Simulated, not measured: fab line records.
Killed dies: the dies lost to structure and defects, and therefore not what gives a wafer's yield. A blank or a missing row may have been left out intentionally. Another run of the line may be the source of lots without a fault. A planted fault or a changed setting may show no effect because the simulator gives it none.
The tool behind it: which one? || flow ritCmos || 14 lots with 42 wafers sampled at 2 steps, on a route of 202 steps

WHAT THE GAUGES READ, wafer by wafer
The record lacks any reading of a measuring or inspecting step that a usual standard deviation could be used to judge.

WHAT TOOL EACH LOT RAN ON (gives the tool, then ch and the chambers of the sampled wafers, and finally the start)
{"lot": "L586", "RIT_PWELL_IMPLANT_08": "implanter-04 ch 0, day 1 23:38", "RIT_M1_PROBE_99": "-"}
{"lot": "L587", "RIT_PWELL_IMPLANT_08": "implanter-02 ch 0, day 2 03:53", "RIT_M1_PROBE_99": "-"}
{"lot": "L588", "RIT_PWELL_IMPLANT_08": "implanter-03 ch 0, day 2 08:37", "RIT_M1_PROBE_99": "-"}
{"lot": "L589", "RIT_PWELL_IMPLANT_08": "implanter-03 ch 0, day 2 13:08", "RIT_M1_PROBE_99": "-"}
{"lot": "L592", "RIT_PWELL_IMPLANT_08": "implanter-04 ch 0, day 3 04:56", "RIT_M1_PROBE_99": "-"}
{"lot": "L595", "RIT_PWELL_IMPLANT_08": "implanter-04 ch 0, day 3 20:53", "RIT_M1_PROBE_99": "-"}
{"lot": "L596", "RIT_PWELL_IMPLANT_08": "implanter-02 ch 0, day 4 03:18", "RIT_M1_PROBE_99": "-"}
{"lot": "L597", "RIT_PWELL_IMPLANT_08": "implanter-02 ch 0, day 4 07:59", "RIT_M1_PROBE_99": "-"}
{"lot": "L598", "RIT_PWELL_IMPLANT_08": "implanter-03 ch 0, day 4 12:26", "RIT_M1_PROBE_99": "-"}
{"lot": "L599", "RIT_PWELL_IMPLANT_08": "implanter-02 ch 0, day 4 16:40", "RIT_M1_PROBE_99": "-"}
{"lot": "L600", "RIT_PWELL_IMPLANT_08": "implanter-04 ch 0, day 4 20:54", "RIT_M1_PROBE_99": "-"}
{"lot": "L602", "RIT_PWELL_IMPLANT_08": "implanter-03 ch 0, day 5 06:20", "RIT_M1_PROBE_99": "prober-01, day 6 16:15"}
{"lot": "L607", "RIT_PWELL_IMPLANT_08": "implanter-02 ch 0, day 6 07:16", "RIT_M1_PROBE_99": "-"}
{"lot": "L608", "RIT_PWELL_IMPLANT_08": "implanter-02 ch 0, day 6 13:02", "RIT_M1_PROBE_99": "-"}
- RIT_PWELL_IMPLANT_08
- RIT_M1_PROBE_99

WHAT THE TOOLS THEMSELVES READ (means of the sampled wafers that have a number; where no wafer has one, the mark that the record gives instead)
RIT_PWELL_IMPLANT_08. Usual: doseIonsCm2 7e+13, standard deviation 7.9e+10; tiltDeg 6.999 degrees, standard deviation 0.018.
{"lot": "L586", "tool": "implanter-04", "doseIonsCm2": 7e+13, "tiltDeg (degrees)": 7.005, "flag": ""}
{"lot": "L587", "tool": "implanter-02", "doseIonsCm2": 7e+13, "tiltDeg (degrees)": 6.996, "flag": ""}
{"lot": "L588", "tool": "implanter-03", "doseIonsCm2": 7e+13, "tiltDeg (degrees)": 6.991, "flag": ""}
{"lot": "L589", "tool": "implanter-03", "doseIonsCm2": 7e+13, "tiltDeg (degrees)": 6.996, "flag": ""}
{"lot": "L592", "tool": "implanter-04", "doseIonsCm2": 7e+13, "tiltDeg (degrees)": 7.020, "flag": ""}
{"lot": "L595", "tool": "implanter-04", "doseIonsCm2": 7e+13, "tiltDeg (degrees)": 7.004, "flag": ""}
{"lot": "L596", "tool": "implanter-02", "doseIonsCm2": 7e+13, "tiltDeg (degrees)": 6.993, "flag": ""}
{"lot": "L597", "tool": "implanter-02", "doseIonsCm2": 7e+13, "tiltDeg (degrees)": 6.993, "flag": ""}
{"lot": "L598", "tool": "implanter-03", "doseIonsCm2": 7e+13, "tiltDeg (degrees)": 7.008, "flag": ""}
{"lot": "L599", "tool": "implanter-02", "doseIonsCm2": 7e+13, "tiltDeg (degrees)": 7.012, "flag": ""}
{"lot": "L600", "tool": "implanter-04", "doseIonsCm2": 7e+13, "tiltDeg (degrees)": 6.997, "flag": ""}
{"lot": "L602", "tool": "implanter-03", "doseIonsCm2": 7e+13, "tiltDeg (degrees)": 6.985, "flag": ""}
{"lot": "L607", "tool": "implanter-02", "doseIonsCm2": 7e+13, "tiltDeg (degrees)": 3.736, "flag": "OFF"}
{"lot": "L608", "tool": "implanter-02", "doseIonsCm2": 7e+13, "tiltDeg (degrees)": 3.731, "flag": "OFF"}

RIT_M1_PROBE_99. Usual: killed_at_M0_to_M3 0.0, standard deviation 0.14; killedAtContacts 0.0, standard deviation 0.22; killedAtFrontEnd 6.9, standard deviation 3; killedDies 6.9, standard deviation 3; killedOpen 3.5, standard deviation 2; killedShort 3.4, standard deviation 2.1.
{"lot": "L602", "tool": "prober-01", "killed_at_M0_to_M3": 0.0, "killedAtContacts": 0.0, "killedAtFrontEnd": 7.0, "killedDies": 7.0, "killedOpen": 2.7, "killedShort": 4.3, "flag": ""}

THE ANSWER, worked out from the rows above alone
Rule: a lot counts as off when the mean over its wafers that have a number is more than 3 standard deviations away from the usual mean. Also off: a lot with no number at a reading for which 4 or more lots have one. Where the step has rows for the other lots, those lots are counted as sound. Order of review: gauges by route order, followed by the tools' own readings, for which a lot's mean as printed above is used. The first step at which some lot is off is used, and at that step the reading that is off furthest; a lot without a number counts as furthest.
Off: L607, L608, at RIT_PWELL_IMPLANT_08 (tiltDeg).
If a tool, at that step or one of the process steps before it, ran each lot that is off and ran no sound lot following the first of them, it fits. One fits: RIT_PWELL_IMPLANT_08 on implanter-02. A fault onset in the window from L599 (day 4 16:40, its last sound lot) to L607 (day 6 07:16, its first lot off) fits.
The tool's own readings at RIT_PWELL_IMPLANT_08 bear it out: on the lots that are off they differ by more than 5 times the standard deviation of the sound lots' means. tiltDeg reads 3.734 degrees there against 7.000 degrees on the sound lots.

WHAT THE SIMULATOR PUT IN
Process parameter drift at RIT_PWELL_IMPLANT_08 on implanter-02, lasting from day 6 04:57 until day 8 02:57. From 7, the setting tiltDeg moved by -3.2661. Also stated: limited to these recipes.
Lots struck among those shown: L607, L608. The same result came from the rule above.
